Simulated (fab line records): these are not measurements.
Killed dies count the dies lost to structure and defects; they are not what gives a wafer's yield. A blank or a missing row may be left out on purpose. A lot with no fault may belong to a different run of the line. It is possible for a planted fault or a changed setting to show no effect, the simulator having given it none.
Code-filled problem report in 8D (eight disciplines) form / flow berkeley-cmos170 / the parts of the form that need people (team, actions taken, sign-off) are left out

## 1. WHAT IS WRONG
At UCB170_NLDD_IMPLANT_08, beam-energy-keV averages 29.203 over 6 wafers from 2 lots, while fault-free wafers read 30.002, standard deviation 0.01. That puts it -80 standard deviations away from the usual mean.
First observed at day 8 02:05: wafer L559.2, on implanter-03. The record has a number at this step for 42 wafers belonging to 14 lots. Rule for "out", or "out of limits": more than 4 standard deviations from the usual mean. All remaining wafers that have a number are taken as sound.

## 2. WHAT IT IS AND WHAT IT IS NOT
question=which readings at this step | is=beam-energy-keV | is not=-
question=which lots | is=L559, L561 | is not=L551, L552, L553, L555, L562, L564, L567, L569, L570, L571, L573, L574
question=which wafers of those lots | is=all that have a number | is not=-
question=read on which tools | is=implanter-03 | is not=implanter-02, implanter-04
question=when | is=from day 8 02:05 | is not=up to then (12 sound wafers); but 24 sound wafers of L562, L564, L567, L569, L570, L571, L573, L574 came after

## 3. SUSPECTS, AND WHAT RULES EACH OUT
Counting: any tool at a process step up to the reading is kept as a suspect provided that every lot that is out went through it and no sound lot did after the first of them.
- implanter-03 at UCB170_NLDD_IMPLANT_08: kept. It processed each lot that is out, first L559 at day 8 02:05, and no sound lot thereafter; up to then, the last sound lot it processed was L552 at day 6 11:00. Its own readings are out on those wafers: beam-energy-keV.
After counting, what remains is implanter-03 at UCB170_NLDD_IMPLANT_08.

## 4. THE CAUSE (what the simulator had put in)
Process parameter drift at UCB170_NLDD_IMPLANT_08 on implanter-03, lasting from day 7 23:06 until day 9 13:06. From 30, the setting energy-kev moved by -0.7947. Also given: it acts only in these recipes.
Only this tool survived the counting.

## 5. THE CHAIN OF EFFECTS, in route order
Rows list readings where the struck wafers' mean (over those with a number) sits beyond 3 standard deviations from the usual. Readings are gone through only where the record gives a usual standard deviation; hours: the median, over the lots, of the time from a lot's start at the first step in this table giving one to that lot's start at this step; sigmas: the change measured in usual standard deviations.
hours=0; step=UCB170_NLDD_IMPLANT_08; reading=beam-energy-keV; usual=30.002; on struck wafers=29.203; change=-0.799; sigmas=-80
It contains these process steps:
- UCB170_NLDD_IMPLANT_08

## 6. WHAT WOULD HAVE CAUGHT IT SOONER
The fault began at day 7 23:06; the first out-of-limits reading in this record came at day 8 02:05, 3 hours later.
